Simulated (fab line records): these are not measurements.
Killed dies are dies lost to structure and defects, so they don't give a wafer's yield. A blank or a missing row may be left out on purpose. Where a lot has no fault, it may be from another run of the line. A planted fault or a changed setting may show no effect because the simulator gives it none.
Struck lot and sound lot, side by side ; flow berkeley cmos170 ; 17 out of 331 route steps
Sound: these wafers, L984.1, L984.2, L984.5. The struck wafers were L990.3, L990.4, L990.6. The cause is named last.
Order at every step that has rows: each side's tool, ch and its chambers, its first start. Under that, the readings that differ: sound wafers ; struck wafers ; difference of the means ; sigmas: that difference in standard deviations of wafers without a fault.
alike: readings whose means differ by less than 2 such deviations, and words and numbers that are the same on both sides. not compared: withheld readings, readings that some wafer has no value for, bounds like >300 that may hide the same value, and numbers for which the record gives no deviation and whose values overlap.
Wherever a step has rows on one side only, a row that says differs or no value, or a row with sigmas, the two part there. Non-overlapping numbers with no deviation appear without sigmas and do not part them. Lack of a reading on every wafer of one side parts them only where that side has two or more wafers.

first, 1 step without rows for these wafers: UCB170_NWELL_OXIDATION_01 (target thk 26.4 nm, ox time 1260 s).
UCB170_NWELL_THK_MEAS_02:
  sound: film metro-02 at day 2 21:04; struck: film metro-03 at day 3 17:10
  alike: NWELL_OXIDE_THK
then, 2 steps without rows for these wafers: UCB170_NWELL_ANNEAL_03 (time 900 s); UCB170_NWELL_CVD_04 (deposits Si3N4 from SiH2Cl2/NH3, target thk 224 nm, time 3360 s).
UCB170_NWELL_THK_MEAS_05:
  sound: film metro-01 at day 3 03:45; struck: film metro-02 at day 3 21:28
reading;sound;struck;difference;sigmas
NWELL_NITRIDE_THK (nm);229.4 229.2 227.1;224.9 224.8 223.9;-4.0;-2
then, 6 steps without rows for these wafers: UCB170_NWELL_HMDS_06 (prime time 60 s); UCB170_NWELL_COAT_07 (resist thk 900 nm); UCB170_NWELL_SOFTBAKE_08 (time 60 s); UCB170_NWELL_EXPOSE_09 (exposes mask NWELL, target cd 3000 nm); UCB170_NWELL_PEB_10; UCB170_NWELL_DEVELOP_11 (develop time 45 s).
UCB170_NWELL_OVL_MEAS_12:
  sound: overlay-01 at day 3 04:39; struck: overlay-02 at day 3 22:56
  alike: NWELL_OVL
UCB170_NWELL_ETCH_13: etches Si3N4 in CH3F/Ar/O2, stops on SiO2, target depth 246.4 nm, time 154 s.
  sound on rie diel-02 ch 1,2,3, day 3 04:41; struck on rie diel-03 ch 0,1, day 3 22:58
reading;sound;struck;difference;sigmas
oes product au (a.u.);0.944 0.942 0.961;0.765 0.757 0.766;-0.186;-12
model.etch.depth nm (nm);229.6 229.3 227.2;158.4 153.8 158.8;-71.7;
model.KrF_of_NWELL_COAT_07.thk nm (nm);728.2 724.1 725.8;777.3 780.2 775.4;+51.6;
  alike: drypump motor current A, throttle valve pct
  not compared: rf hours counter h
next, for these wafers, 1 step has no rows: UCB170_NWELL_IMPLANT_14.
UCB170_NWELL_STRIP_15: strips in O2.
  sound on plasma asher-01 ch 0,1, day 3 04:56; struck on plasma asher-03 ch 0,1, day 3 23:15
reading;sound;struck;difference;sigmas
strip time to endpoint s (s);18.17 18.08 18.12;19.35 19.41 19.31;+1.23;+13
  alike: drypump motor current A, oes product au
  not compared: rf hours counter h
UCB170_NWELL_TW_MEAS_16:
  sound: film metro-02 at day 3 05:02; struck: film metro-01 at day 3 23:20
  alike: NWELL_TW
-- the record jumps here: 7 days lie between the struck wafers' starts before and after (it left off in module NWELL and takes up again in module M3, whose first step shown is number 331 of the route) --
UCB170_M3_PROBE_99:
  sound: prober-02 at day 9 05:11; struck: prober-01 at day 10 11:47
reading;sound;struck;difference;sigmas
model.etest.nwell pinched.rs ohm sq;1300 1278 1281;1419 1385;+116;
model.etest.nwell.rs ohm sq;868.3 858.2 865.8;957.8 939.1;+84.4;
model.etest.nwell.width nm (nm);2336 2343 2340;2274 2297;-54;
model.etest.nwell.line ohm um;372.9 365.6 367.5;422.1 411.2;+48.0;
model.etest.iso pplus pwell.bv v (V);22.71 23.13 22.67;19.58 19.46;-3.32;
model.etest.field p metal.vt v (V);-59.39 -59.65 -60.06;-56.8 -56.39;+3.1;
model.etest.vpnp.gain;11.88 11.57 11.69;12.97 12.58;+1.06;
model.etest.field p.vt v (V);-21.83 -21.97 -21.79;-20.43 -20.01;+1.64;

WHERE THEY PART
Last at UCB170_NWELL_STRIP_15 as far as this record goes, first at UCB170_NWELL_THK_MEAS_05. Later steps at which nothing parts them and some readings are alike: UCB170_NWELL_TW_MEAS_16.

WHY: what had been put in by the simulator
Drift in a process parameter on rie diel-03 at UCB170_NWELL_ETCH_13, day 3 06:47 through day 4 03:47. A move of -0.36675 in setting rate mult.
